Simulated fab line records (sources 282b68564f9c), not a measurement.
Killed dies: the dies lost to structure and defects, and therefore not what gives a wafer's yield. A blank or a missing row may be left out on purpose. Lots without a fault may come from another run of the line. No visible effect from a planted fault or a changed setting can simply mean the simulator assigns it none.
Struck lot and sound lot, side by side || flow rit cmos || 17 out of 202 route steps
Sound: these wafers, L932.1, L932.2, L932.4. Struck: wafers L930.1, L930.2, L930.4. Last of all comes the cause.
Order at every step that has rows: each side's tool, ch and its chambers, its first start. Under that, the readings that differ: sound wafers || struck wafers || difference of the means || sigmas: that difference in standard deviations of wafers without a fault.
alike: readings with means less than 2 such deviations apart, plus words and numbers identical on both sides. not compared: withheld readings, readings lacking a value on some wafer, bounds such as >300 that could conceal the same value, and numbers that have no deviation in the record and whose values overlap.
Wherever a step has rows on one side only, a row that says differs or no value, or a row with sigmas, the two part there. Numbers that don't overlap but have no deviation are shown without sigmas and don't part them. A reading missing from all wafers of one side parts the sides only when that side holds two or more wafers.

first, 2 steps without rows for these wafers: RIT_SPACER_CLEAN_02 (cleans in SC2, time 600 s); RIT_SPACER_CVD_03 (deposits Si3N4 from SiH2Cl2/NH3, target thk 250 nm, time 3300 s).
RIT_SPACER_THK_MEAS_04:
  sound: film metro-03 at day 5 15:43; struck: film metro-01 at day 5 04:18
  alike: SPACER_NITRIDE_THK
RIT_SPACER_ETCHBACK_05: etches Si3N4 in SF6/CHF3, stops on SiO2, target depth 250 nm, time 240 s.
  sound on rie diel-03 ch 0,1,2, day 5 15:46; struck on rie diel-02 ch 0,2,3, day 5 04:22
  alike: chamber pressure mTorr, drypump motor current A, oes product au, throttle valve pct
  not compared: rf hours counter h
then, 6 steps without rows for these wafers: RIT_NSD_HMDS_00 (prime time 60 s); RIT_NSD_COAT_01 (resist thk 1000 nm); RIT_NSD_SOFTBAKE_02 (time 60 s); RIT_NSD_EXPOSE_03 (exposes mask M9, target cd 40700 nm); RIT_NSD_PEB_04; RIT_NSD_DEVELOP_05 (develop time 50 s).
RIT_NSD_OVL_MEAS_06:
  sound: overlay-02 at day 5 16:54; struck: overlay-01 at day 5 05:22
  alike: NSD_OVL
then, 1 step without rows for these wafers: RIT_NSD_HARDBAKE_07 (time 60 s).
RIT_NSD_IMPLANT_08:
  sound on implanter-02 ch 0, day 5 17:05; struck on implanter-01 ch 0, day 5 05:32
{"reading": "beam energy keV", "sound": "25.008 25.004 25.004", "struck": "25.926 25.930 25.932", "difference": "+0.924", "sigmas": "+99 or more"}
{"reading": "model.implant.rp nm (nm)", "sound": "32.62 32.62 32.62", "struck": "34.3 34.3 34.3", "difference": "+1.7", "sigmas": ""}
{"reading": "model.implant.drp nm (nm)", "sound": "14.84 14.84 14.84", "struck": "15.17 15.17 15.17", "difference": "+0.33", "sigmas": ""}
RIT_NSD_STRIP_09: strips in O2, time 180 s.
  sound on plasma asher-01 ch 0,1, day 5 17:14; struck on plasma asher-02 ch 0,1, day 5 05:41
  alike: chamber pressure mTorr, drypump motor current A
  not compared: rf hours counter h
RIT_NSD_TW_MEAS_10:
  sound: film metro-03 at day 5 17:25; struck: film metro-03 at day 5 05:52
{"reading": "NSD_TW", "sound": "3125 3109 3113", "struck": "3160 3159 3143", "difference": "+38", "sigmas": "+3"}
then, 1 step without rows for these wafers: RIT_PSD_HMDS_00 (prime time 60 s).
RIT_M1_PROBE_99:
  rows exist in the record for the struck wafers here (prober-01, day 5 15:34), but not for the sound ones

## WHERE THEY PART
Last at RIT_M1_PROBE_99 as far as this record goes, first at RIT_NSD_IMPLANT_08.

WHY: whatever the simulator had introduced
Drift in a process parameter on implanter-01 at RIT_NSD_IMPLANT_08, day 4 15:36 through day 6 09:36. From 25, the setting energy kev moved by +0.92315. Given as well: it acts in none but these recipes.
